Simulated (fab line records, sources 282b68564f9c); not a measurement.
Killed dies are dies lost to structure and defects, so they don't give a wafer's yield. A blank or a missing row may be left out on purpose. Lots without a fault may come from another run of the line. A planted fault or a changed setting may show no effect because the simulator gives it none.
A struck lot beside a sound one | flow rit_cmos | 44 steps out of a route of 202
Sound: wafers L816.1, L816.4, L816.5. Struck: wafers L803.3, L803.5, L803.6. The cause comes at the end.
At each step with rows: each side's tool, then ch and its chambers, then its first start. Under that, the readings that differ: sound wafers | struck wafers | difference of the means | sigmas: that difference in standard deviations of wafers without a fault.
alike: readings whose means differ by less than 2 such deviations, and words and numbers that are the same on both sides. not compared: withheld readings, readings that some wafer has no value for, bounds like >300 that may hide the same value, and numbers for which the record gives no deviation and whose values overlap.
The two part at a step that has a row with sigmas, a row that says differs or no value, or rows on one side only. Numbers that don't overlap but have no deviation are shown without sigmas and don't part them. A reading that every wafer of one side lacks parts them only if that side has two wafers or more.

first, 4 steps without rows for these wafers: RIT_PLDD_SOFTBAKE_02 (time 60 s); RIT_PLDD_EXPOSE_03 (exposes mask M8, target cd 40900 nm); RIT_PLDD_PEB_04; RIT_PLDD_DEVELOP_05 (develop time 50 s).
RIT_PLDD_OVL_MEAS_06:
  sound on overlay-01, day 6 12:58; struck on overlay-02, day 3 19:52
  alike: PLDD_OVL
then, 2 steps without rows for these wafers: RIT_PLDD_HARDBAKE_07 (time 60 s); RIT_PLDD_IMPLANT_08.
RIT_PLDD_STRIP_09: strips in O2, time 180 s.
  sound on plasma_asher-02 ch 0,1, day 6 13:19; struck on plasma_asher-02 ch 0,1, day 3 20:14
  alike: drypump_motor_current_A, rf_refl_power_W
  not compared: rf_hours_counter_h
RIT_PLDD_TW_MEAS_10:
  sound on film_metro-04, day 6 13:29; struck on film_metro-01, day 3 20:23
  reading | sound          | struck         | difference | sigmas
  PLDD_TW | 2321 2307 2320 | 2338 2347 2351 | +29        | +2
then, 3 steps without rows for these wafers: RIT_SPACER_CLEAN_00 (cleans in SC1, time 600 s); RIT_SPACER_CLEAN_01 (cleans in dHF, time 30 s); RIT_SPACER_CLEAN_02 (cleans in SC2, time 600 s).
RIT_SPACER_CVD_03: deposits Si3N4 from SiH2Cl2/NH3, target thk 250 nm, time 3300 s.
  sound on lpcvd-02 ch 1, day 6 14:05; struck on lpcvd-02 ch 1, day 3 20:50
  reading                                  | sound             | struck           | difference | sigmas
  model.Si3N4_of_SPACER_CVD_03.thk_nm (nm) | 251.8 251.2 250.6 | 94.01 92.8 92.87 | -157.97    |
RIT_SPACER_THK_MEAS_04:
  sound on film_metro-03, day 6 16:00; struck on film_metro-03, day 3 22:46
  reading                 | sound             | struck         | difference | sigmas
  SPACER_NITRIDE_THK (nm) | 251.7 251.3 250.6 | 94.0 92.8 92.9 | -158.0     | -72
RIT_SPACER_ETCHBACK_05: etches Si3N4 in SF6/CHF3, stops on SiO2, target depth 250 nm, time 240 s.
  sound on rie_diel-01 ch 1,2,3, day 6 16:04; struck on rie_diel-02 ch 2,3, day 3 22:49
  reading                  | sound             | struck            | difference | sigmas
  oes_product_au (a.u.)    | 0.856 0.843 0.843 | 0.465 0.467 0.455 | -0.385     | -30
  model.etch.depth_nm (nm) | 251.8 251.2 250.6 | 94.01 92.8 92.87  | -157.97    |
  alike: drypump_motor_current_A, throttle_valve_pct
  not compared: rf_hours_counter_h
then, 6 steps without rows for these wafers: RIT_NSD_HMDS_00 (prime time 60 s); RIT_NSD_COAT_01 (resist thk 1000 nm); RIT_NSD_SOFTBAKE_02 (time 60 s); RIT_NSD_EXPOSE_03 (exposes mask M9, target cd 40700 nm); RIT_NSD_PEB_04; RIT_NSD_DEVELOP_05 (develop time 50 s).
RIT_NSD_OVL_MEAS_06:
  sound on overlay-01, day 6 17:04; struck on overlay-01, day 3 23:57
  alike: NSD_OVL
then, 2 steps without rows for these wafers: RIT_NSD_HARDBAKE_07 (time 60 s); RIT_NSD_IMPLANT_08.
RIT_NSD_STRIP_09: strips in O2, time 180 s.
  sound on plasma_asher-01 ch 0,1, day 6 17:24; struck on plasma_asher-02 ch 0,1, day 4 00:27
  alike: drypump_motor_current_A, rf_refl_power_W
  not compared: rf_hours_counter_h
RIT_NSD_TW_MEAS_10:
  sound on film_metro-01, day 6 17:34; struck on film_metro-01, day 4 00:35
  alike: NSD_TW
then, 6 steps without rows for these wafers: RIT_PSD_HMDS_00 (prime time 60 s); RIT_PSD_COAT_01 (resist thk 1000 nm); RIT_PSD_SOFTBAKE_02 (time 60 s); RIT_PSD_EXPOSE_03 (exposes mask M10, target cd 40900 nm); RIT_PSD_PEB_04; RIT_PSD_DEVELOP_05 (develop time 50 s).
RIT_PSD_OVL_MEAS_06:
  sound on overlay-01, day 6 18:31; struck on overlay-02, day 4 01:37
  reading      | sound         | struck      | difference | sigmas
  PSD_OVL (nm) | -2.5 0.1 -2.0 | 0.6 1.6 1.4 | +2.7       | +2
then, 2 steps without rows for these wafers: RIT_PSD_HARDBAKE_07 (time 60 s); RIT_PSD_IMPLANT_08.
RIT_PSD_STRIP_09: strips in O2, time 180 s.
  sound on plasma_asher-03 ch 0,1, day 6 18:52; struck on plasma_asher-03 ch 0,1, day 4 02:00
  alike: drypump_motor_current_A, rf_refl_power_W
  not compared: rf_hours_counter_h
RIT_PSD_TW_MEAS_10:
  sound on film_metro-02, day 6 19:02; struck on film_metro-04, day 4 02:08
  alike: PSD_TW
then, 3 steps without rows for these wafers: RIT_SDANNEAL_CLEAN_00 (cleans in SC1, time 600 s); RIT_SDANNEAL_CLEAN_01 (cleans in dHF, time 30 s); RIT_SDANNEAL_CLEAN_02 (cleans in SC2, time 600 s).
RIT_SDANNEAL_RTA_03: time 5 s.
  sound on rtp_anneal-02 ch 0, day 6 19:28; struck on rtp_anneal-01 ch 0, day 4 02:38
  alike: wafer_temp_C_max
RIT_SDANNEAL_RS_MEAS_04: measures by four-point-probe.
  sound on film_metro-01, day 6 19:31; struck on film_metro-02, day 4 02:42
  alike: PSD_RS
RIT_SILICIDE_WET_ETCH_00: etches SiO2 in BOE, target depth 14 nm, time 15 s.
  sound on wet_bench-04 ch 0, day 6 20:00; struck on wet_bench-02 ch 0, day 4 03:08
  reading                                  | sound             | struck           | difference | sigmas
  model.Si3N4_of_SPACER_CVD_03.thk_nm (nm) | 196.3 195.5 195.3 | 72.47 71.57 71.5 | -123.85    |
RIT_M1_PROBE_99:
  sound on prober-01, day 7 02:46; struck on prober-01, day 4 12:40
  reading                             | sound             | struck            | difference | sigmas
  model.etest.pldd.rs_ohm_sq          | 473.9 473.9 465.1 | 221.8 204.7 217.1 | -256.4     |
  model.etest.pplus_sal.width_nm (nm) | 3440 3458 3454    | 3679 3685 3696    | +236       |
  model.etest.nplus_sal.width_nm (nm) | 3432 3415 3435    | 3663 3675 3659    | +238       |
  model.etest.nldd.rs_ohm_sq          | 372.5 373.9 370.8 | 170.8 160.7 169   | -205.6     |
  model.etest.pldd.width_nm (nm)      | 3144 3180 3174    | 3343 3324 3343    | +171       |
  model.etest.nldd.width_nm (nm)      | 3158 3158 3201    | 3352 3348 3340    | +174       |
  model.etest.pwell_pinched.rs_ohm_sq | 453.1 464.8 459.3 | 601.1 588 595.1   | +135.7     |
  model.etest.nwell_pinched.rs_ohm_sq | 334.1 336.5 335.5 | 435.1 440.2 441.1 | +103.4     |
  alike: killed_at_M0_to_M3, killed_at_front_end, killed_dies, killed_open, killed_short

WHERE THEY PART
First at RIT_PLDD_TW_MEAS_10; last, within this record, at RIT_PSD_OVL_MEAS_06. Later steps at which nothing parts them and some readings are alike: RIT_PSD_STRIP_09, RIT_PSD_TW_MEAS_10, RIT_SDANNEAL_RTA_03, RIT_SDANNEAL_RS_MEAS_04, RIT_M1_PROBE_99.

WHY: what the simulator had put in
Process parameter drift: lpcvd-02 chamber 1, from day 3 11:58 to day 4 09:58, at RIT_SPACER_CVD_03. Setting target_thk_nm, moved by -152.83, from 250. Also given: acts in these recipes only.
